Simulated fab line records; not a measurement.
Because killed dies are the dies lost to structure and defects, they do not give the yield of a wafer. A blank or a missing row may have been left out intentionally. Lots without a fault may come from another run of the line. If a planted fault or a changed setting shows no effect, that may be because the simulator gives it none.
Which tool did it? / flow berkeley cmos170 / 45 wafers from 15 lots sampled at 5 of the route's 331 steps

WHAT THE GAUGES SHOWED, per wafer
UCB170_GATE_CD_MEAS_90: target cd 350 nm. Usual: cd nm at 349.4 nm, with a standard deviation of 1.3.
lot=L480; measured=day 7 00:46; on=cd sem-02; cd nm (nm)=348.4 348.6 349.9; flag=
lot=L482; measured=day 7 20:37; on=cd sem-01; cd nm (nm)=348.1 347.4 346.7; flag=
lot=L483; measured=day 7 20:52; on=cd sem-01; cd nm (nm)=350.9 351.3 350.6; flag=
lot=L481; measured=day 7 21:07; on=cd sem-02; cd nm (nm)=347.4 347.7 347.4; flag=
lot=L487; measured=day 9 00:11; on=cd sem-02; cd nm (nm)=349.3 348.9 347.1; flag=
lot=L489; measured=day 9 11:18; on=cd sem-02; cd nm (nm)=348.3 348.1 347.0; flag=
lot=L488; measured=day 9 11:55; on=cd sem-02; cd nm (nm)=349.9 349.1 349.5; flag=
lot=L490; measured=day 9 12:04; on=cd sem-02; cd nm (nm)=351.7 350.3 350.0; flag=
lot=L493; measured=day 10 09:05; on=cd sem-02; cd nm (nm)=347.5 350.3 347.5; flag=
lot=L495; measured=day 10 09:11; on=cd sem-01; cd nm (nm)=351.3 351.6 349.8; flag=
lot=L494; measured=day 10 09:20; on=cd sem-02; cd nm (nm)=349.9 349.0 348.3; flag=
lot=L497; measured=day 11 08:07; on=cd sem-01; cd nm (nm)=349.1 349.0 348.4; flag=
lot=L500; measured=day 11 15:19; on=cd sem-02; cd nm (nm)=348.1 349.2 350.4; flag=
lot=L501; measured=day 11 15:34; on=cd sem-01; cd nm (nm)=349.5 350.4 347.9; flag=
lot=L502; measured=day 11 15:38; on=cd sem-01; cd nm (nm)=349.2 348.5 348.4; flag=

UCB170_PSD_OVL_MEAS_07. Usual: PSD_OVL typically reads 1 nm, with standard deviation 5.2.
lot=L480; measured=day 7 17:00; on=overlay-01; PSD_OVL (nm)=-1 -3 2; flag=
lot=L482; measured=day 8 09:39; on=overlay-02; PSD_OVL (nm)=2 13 5; flag=
lot=L483; measured=day 8 09:44; on=overlay-01; PSD_OVL (nm)=7 9 2; flag=
lot=L481; measured=day 8 09:56; on=overlay-02; PSD_OVL (nm)=5 14 1; flag=
lot=L487; measured=day 9 10:42; on=overlay-02; PSD_OVL (nm)=-4 -3 -1; flag=
lot=L489; measured=day 10 02:22; on=overlay-02; PSD_OVL (nm)=1 -7 0; flag=
lot=L488; measured=day 10 02:29; on=overlay-02; PSD_OVL (nm)=5 5 2; flag=
lot=L490; measured=day 10 01:55; on=overlay-02; PSD_OVL (nm)=1 -9 -2; flag=
lot=L493; measured=day 11 02:49; on=overlay-01; PSD_OVL (nm)=2 -3 -5; flag=
lot=L495; measured=day 11 03:07; on=overlay-01; PSD_OVL (nm)=0 6 0; flag=
lot=L494; measured=day 11 02:42; on=overlay-02; PSD_OVL (nm)=-7 -2 -3; flag=
lot=L497; measured=day 11 18:09; on=overlay-01; PSD_OVL (nm)=2 6 4; flag=
lot=L500; measured=day 12 02:07; on=overlay-02; PSD_OVL (nm)=-2 6 5; flag=
lot=L501; measured=day 12 02:29; on=overlay-01; PSD_OVL (nm)=-3 1 -8; flag=
lot=L502; measured=day 12 02:22; on=overlay-02; PSD_OVL (nm)=-6 10 0; flag=

UCB170_SDANNEAL_RS_MEAS_05: uses a four-point probe to measure. Usual: NLDD_RS typically reads 615.0 ohm/sq, with standard deviation 1.4.
lot=L480; measured=day 7 20:29; on=film metro-04; NLDD_RS (ohm/sq)=613.9 614.2 614.3; flag=
lot=L482; measured=day 8 13:20; on=film metro-01; NLDD_RS (ohm/sq)=617.9 617.3 616.0; flag=
lot=L483; measured=day 8 13:32; on=film metro-02; NLDD_RS (ohm/sq)=615.8 613.7 617.4; flag=
lot=L481; measured=day 8 13:43; on=film metro-04; NLDD_RS (ohm/sq)=613.3 614.3 612.4; flag=
lot=L487; measured=day 9 17:37; on=film metro-02; NLDD_RS (ohm/sq)=615.4 613.6 613.7; flag=
lot=L489; measured=day 10 09:29; on=film metro-01; NLDD_RS (ohm/sq)=615.5 615.6 617.7; flag=
lot=L488; measured=day 10 09:34; on=film metro-04; NLDD_RS (ohm/sq)=628.8 630.8 629.7; flag=OFF
lot=L490; measured=day 10 08:37; on=film metro-01; NLDD_RS (ohm/sq)=626.3 626.3 627.1; flag=OFF
lot=L493; measured=day 11 08:10; on=film metro-04; NLDD_RS (ohm/sq)=624.6 625.7 627.1; flag=OFF
lot=L495; measured=day 11 08:20; on=film metro-02; NLDD_RS (ohm/sq)=614.3 614.8 615.0; flag=
lot=L494; measured=day 11 07:49; on=film metro-01; NLDD_RS (ohm/sq)=614.8 615.6 615.0; flag=
lot=L497; measured=day 11 22:13; on=film metro-02; NLDD_RS (ohm/sq)=615.8 616.2 615.7; flag=
lot=L500; measured=day 12 08:49; on=film metro-04; NLDD_RS (ohm/sq)=613.7 615.6 613.1; flag=
lot=L501; measured=day 12 09:00; on=film metro-01; NLDD_RS (ohm/sq)=614.9 618.4 617.1; flag=
lot=L502; measured=day 12 09:26; on=film metro-01; NLDD_RS (ohm/sq)=614.3 616.7 615.7; flag=

EACH LOT AND THE TOOL THAT RAN IT (in order: tool; ch and the chambers of the sampled wafers; start)
lot=L480; UCB170_NLDD_IMPLANT_09=implanter-02 ch 0, day 7 06:49; UCB170_SDANNEAL_RTA_00=rtp anneal-01 ch 0, day 7 20:01
lot=L482; UCB170_NLDD_IMPLANT_09=implanter-01 ch 0, day 8 02:57; UCB170_SDANNEAL_RTA_00=rtp anneal-01 ch 0, day 8 12:51
lot=L483; UCB170_NLDD_IMPLANT_09=implanter-02 ch 0, day 8 03:15; UCB170_SDANNEAL_RTA_00=rtp anneal-02 ch 0, day 8 13:02
lot=L481; UCB170_NLDD_IMPLANT_09=implanter-04 ch 0, day 8 03:04; UCB170_SDANNEAL_RTA_00=rtp anneal-01 ch 0, day 8 13:13
lot=L487; UCB170_NLDD_IMPLANT_09=implanter-02 ch 0, day 9 03:37; UCB170_SDANNEAL_RTA_00=rtp anneal-01 ch 0, day 9 17:07
lot=L489; UCB170_NLDD_IMPLANT_09=implanter-04 ch 0, day 9 18:58; UCB170_SDANNEAL_RTA_00=rtp anneal-01 ch 0, day 10 08:53
lot=L488; UCB170_NLDD_IMPLANT_09=implanter-02 ch 0, day 9 19:04; UCB170_SDANNEAL_RTA_00=rtp anneal-01 ch 0, day 10 09:05
lot=L490; UCB170_NLDD_IMPLANT_09=implanter-02 ch 0, day 9 18:12; UCB170_SDANNEAL_RTA_00=rtp anneal-02 ch 0, day 10 08:06
lot=L493; UCB170_NLDD_IMPLANT_09=implanter-02 ch 0, day 10 15:59; UCB170_SDANNEAL_RTA_00=rtp anneal-02 ch 0, day 11 07:41
lot=L495; UCB170_NLDD_IMPLANT_09=implanter-04 ch 0, day 10 16:05; UCB170_SDANNEAL_RTA_00=rtp anneal-01 ch 0, day 11 07:50
lot=L494; UCB170_NLDD_IMPLANT_09=implanter-01 ch 0, day 10 16:07; UCB170_SDANNEAL_RTA_00=rtp anneal-01 ch 0, day 11 07:20
lot=L497; UCB170_NLDD_IMPLANT_09=implanter-01 ch 0, day 11 12:39; UCB170_SDANNEAL_RTA_00=rtp anneal-01 ch 0, day 11 21:43
lot=L500; UCB170_NLDD_IMPLANT_09=implanter-01 ch 0, day 11 19:26; UCB170_SDANNEAL_RTA_00=rtp anneal-02 ch 0, day 12 08:19
lot=L501; UCB170_NLDD_IMPLANT_09=implanter-01 ch 0, day 11 20:56; UCB170_SDANNEAL_RTA_00=rtp anneal-01 ch 0, day 12 08:28
lot=L502; UCB170_NLDD_IMPLANT_09=implanter-04 ch 0, day 11 20:36; UCB170_SDANNEAL_RTA_00=rtp anneal-02 ch 0, day 12 08:53
- UCB170_NLDD_IMPLANT_09
- UCB170_SDANNEAL_RTA_00: time 10 s.

WHAT THE TOOLS THEMSELVES READ (means of the sampled wafers that have a number; where no wafer has one, the mark that the record gives instead)
UCB170_NLDD_IMPLANT_09. Usual: beam on s at 9.98 s, with a standard deviation of 0.21.
lot=L480; tool=implanter-02; beam on s (s)=9.94; flag=
lot=L482; tool=implanter-01; beam on s (s)=10.04; flag=
lot=L483; tool=implanter-02; beam on s (s)=10.00; flag=
lot=L481; tool=implanter-04; beam on s (s)=9.87; flag=
lot=L487; tool=implanter-02; beam on s (s)=10.04; flag=
lot=L489; tool=implanter-04; beam on s (s)=10.00; flag=
lot=L488; tool=implanter-02; beam on s (s)=10.04; flag=
lot=L490; tool=implanter-02; beam on s (s)=10.11; flag=
lot=L493; tool=implanter-02; beam on s (s)=10.04; flag=
lot=L495; tool=implanter-04; beam on s (s)=9.98; flag=
lot=L494; tool=implanter-01; beam on s (s)=9.98; flag=
lot=L497; tool=implanter-01; beam on s (s)=10.07; flag=
lot=L500; tool=implanter-01; beam on s (s)=9.92; flag=
lot=L501; tool=implanter-01; beam on s (s)=9.99; flag=
lot=L502; tool=implanter-04; beam on s (s)=9.99; flag=

UCB170_SDANNEAL_RTA_00. Usual: lamp power pct 21.7 %, standard deviation 2.8; wafer_temp_C_max 905.4, standard deviation 1.
lot=L480; tool=rtp anneal-01; lamp power pct (%)=19.5; wafer_temp_C_max=905.5; flag=
lot=L482; tool=rtp anneal-01; lamp power pct (%)=19.5; wafer_temp_C_max=904.4; flag=
lot=L483; tool=rtp anneal-02; lamp power pct (%)=25.3; wafer_temp_C_max=904.6; flag=
lot=L481; tool=rtp anneal-01; lamp power pct (%)=19.5; wafer_temp_C_max=905.7; flag=
lot=L487; tool=rtp anneal-01; lamp power pct (%)=19.5; wafer_temp_C_max=905.1; flag=
lot=L489; tool=rtp anneal-01; lamp power pct (%)=19.5; wafer_temp_C_max=906.2; flag=
lot=L488; tool=rtp anneal-01; lamp power pct (%)=19.5; wafer_temp_C_max=905.3; flag=
lot=L490; tool=rtp anneal-02; lamp power pct (%)=25.2; wafer_temp_C_max=906.3; flag=
lot=L493; tool=rtp anneal-02; lamp power pct (%)=25.2; wafer_temp_C_max=905.4; flag=
lot=L495; tool=rtp anneal-01; lamp power pct (%)=19.5; wafer_temp_C_max=905.6; flag=
lot=L494; tool=rtp anneal-01; lamp power pct (%)=19.5; wafer_temp_C_max=905.3; flag=
lot=L497; tool=rtp anneal-01; lamp power pct (%)=19.5; wafer_temp_C_max=906.2; flag=
lot=L500; tool=rtp anneal-02; lamp power pct (%)=25.2; wafer_temp_C_max=904.5; flag=
lot=L501; tool=rtp anneal-01; lamp power pct (%)=19.5; wafer_temp_C_max=905.5; flag=
lot=L502; tool=rtp anneal-02; lamp power pct (%)=25.2; wafer_temp_C_max=905.6; flag=

THE ANSWER, worked out from the rows above alone
Rule: a lot is off if the mean of its wafers that have a number lies more than 3 standard deviations from the usual mean. Also off: a lot with no number at a reading for which 4 or more lots have one. Where the step has rows for the other lots, those lots are counted as sound. After the gauges, taken in route order, come the tools' own readings; for these a lot's mean is taken, as printed above. The first step at which some lot is off is used, and at that step the reading that is off furthest; a lot without a number counts as furthest.
Off: L488, L490, L493, seen at UCB170_SDANNEAL_RS_MEAS_05 (NLDD_RS).
A tool fits if, at a process step before that reading, it ran every lot that is off, and no sound lot after the first of them. Those tools and the gauges at UCB170_SDANNEAL_RS_MEAS_05 are tried in the same way. One candidate fits, namely implanter-02 at UCB170_NLDD_IMPLANT_09. Its last sound lot is L487 (day 9 03:37), its first lot that is off L490 (day 9 18:12): a fault that began between those two fits.

WHAT THE SIMULATOR PUT IN
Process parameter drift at UCB170_NLDD_IMPLANT_09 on implanter-02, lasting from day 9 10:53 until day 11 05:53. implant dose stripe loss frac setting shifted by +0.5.
Struck lots among those shown: L488, L490, L493. The rule above found the same.
